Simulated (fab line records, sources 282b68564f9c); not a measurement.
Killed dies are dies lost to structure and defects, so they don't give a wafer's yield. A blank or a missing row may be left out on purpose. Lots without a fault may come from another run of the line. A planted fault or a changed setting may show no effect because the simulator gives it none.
Which tool did it? | flow rit_cmos | 14 lots, 42 wafers sampled, at 2 steps of a route of 202

WHAT THE GAUGES READ, wafer by wafer
RIT_NRETRO_TW_MEAS_10. Usual: NRETRO_TW 1042, standard deviation 6.3.
lot  | measured    | on            | NRETRO_TW      | flag
L736 | day 2 06:07 | film_metro-03 | 1055 1054 1050 |
L737 | day 2 10:56 | film_metro-04 | 1046 1053 1046 |
L739 | day 2 21:42 | film_metro-04 | 1046 1046 1050 |
L740 | day 3 02:02 | film_metro-03 | 1052 1047 1048 |
L741 | day 3 06:43 | film_metro-04 | 1027 1032 1033 |
L742 | day 3 11:25 | film_metro-04 | 1028 1034 1033 |
L743 | day 3 16:53 | film_metro-02 | 1035 1038 1037 |
L744 | day 3 22:28 | film_metro-02 | 1046 1040 1036 |
L746 | day 4 08:17 | film_metro-04 | 1040 1031 1034 |
L747 | day 4 13:15 | film_metro-03 | 1043 1050 1044 |
L750 | day 5 04:45 | film_metro-04 | 1068 1074 1070 | OFF
L753 | day 5 20:37 | film_metro-04 | 1072 1073 1071 | OFF
L756 | day 6 11:01 | film_metro-02 | 1041 1040 1045 |
L758 | day 6 20:45 | film_metro-04 | 1041 1039 1039 |

WHICH TOOL RAN EACH LOT (tool, then ch and the chambers of the sampled wafers, then the start)
lot  | RIT_NRETRO_IMPLANT_08
L736 | implanter-03 ch 0, day 2 05:48
L737 | implanter-02 ch 0, day 2 10:40
L739 | implanter-04 ch 0, day 2 21:23
L740 | implanter-04 ch 0, day 3 01:42
L741 | implanter-02 ch 0, day 3 06:25
L742 | implanter-04 ch 0, day 3 11:07
L743 | implanter-03 ch 0, day 3 16:34
L744 | implanter-04 ch 0, day 3 22:11
L746 | implanter-04 ch 0, day 4 07:57
L747 | implanter-04 ch 0, day 4 12:58
L750 | implanter-04 ch 0, day 5 04:27
L753 | implanter-04 ch 0, day 5 20:17
L756 | implanter-03 ch 0, day 6 10:41
L758 | implanter-03 ch 0, day 6 20:27
- RIT_NRETRO_IMPLANT_08

WHAT THE TOOLS THEMSELVES READ (means of the sampled wafers that have a number; where no wafer has one, the mark that the record gives instead)
RIT_NRETRO_IMPLANT_08. Usual: beam_energy_keV 69.995, standard deviation 0.024; faraday_current_uA 31.8, standard deviation 0.62; tilt_deg 6.996 degrees, standard deviation 0.019.
lot  | tool         | beam_energy_keV | faraday_current_uA | tilt_deg (degrees) | flag
L736 | implanter-03 | 69.977          | 32.0               | 7.016              |
L737 | implanter-02 | 69.943          | 31.8               | 6.978              |
L739 | implanter-04 | 69.992          | 31.5               | 6.986              |
L740 | implanter-04 | 70.023          | 31.9               | 6.990              |
L741 | implanter-02 | 70.002          | 32.5               | 6.990              |
L742 | implanter-04 | 70.011          | 31.9               | 6.990              |
L743 | implanter-03 | 70.001          | 31.3               | 6.966              |
L744 | implanter-04 | 69.967          | 31.6               | 7.006              |
L746 | implanter-04 | 70.002          | 31.5               | 6.986              |
L747 | implanter-04 | 69.992          | 32.5               | 6.982              |
L750 | implanter-04 | 79.119          | 32.0               | 7.013              | OFF
L753 | implanter-04 | 79.096          | 31.7               | 6.994              | OFF
L756 | implanter-03 | 70.017          | 31.9               | 7.009              |
L758 | implanter-03 | 69.992          | 32.5               | 6.973              |

THE ANSWER, worked out from the rows above alone
Rule: a lot is off if the mean of its wafers that have a number lies more than 3 standard deviations from the usual mean. A lot without any number at a reading at which 4 lots or more have one is off too. The other lots that the step has rows for count as sound. The gauges are gone through in route order, then the tools' own readings, and for those a lot's mean is taken as printed above. The first step at which some lot is off is used, and at that step the reading that is off furthest; a lot without a number counts as furthest.
Off: L750, L753, at RIT_NRETRO_TW_MEAS_10 (NRETRO_TW).
A tool fits if, at a process step before that reading, it ran every lot that is off, and no sound lot after the first of them. The gauges at RIT_NRETRO_TW_MEAS_10 aren't tried: what is off there is off at RIT_NRETRO_IMPLANT_08 too, on other tools, and a gauge's error can't cause that. One fits: implanter-04 at RIT_NRETRO_IMPLANT_08. Its last sound lot is L747 (day 4 12:58), its first lot that is off L750 (day 5 04:27): a fault that began between those two fits.
The tool's own readings at RIT_NRETRO_IMPLANT_08 bear it out: on the lots that are off they differ by more than 5 times the standard deviation of the sound lots' means. beam_energy_keV reads 79.108 there against 69.993 on the sound lots.

WHAT THE SIMULATOR HAD PUT IN
Process parameter drift: implanter-04, from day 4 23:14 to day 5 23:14, at RIT_NRETRO_IMPLANT_08. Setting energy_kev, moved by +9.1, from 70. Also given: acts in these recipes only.
Lots struck among those shown: L750, L753. The rule above found the same.
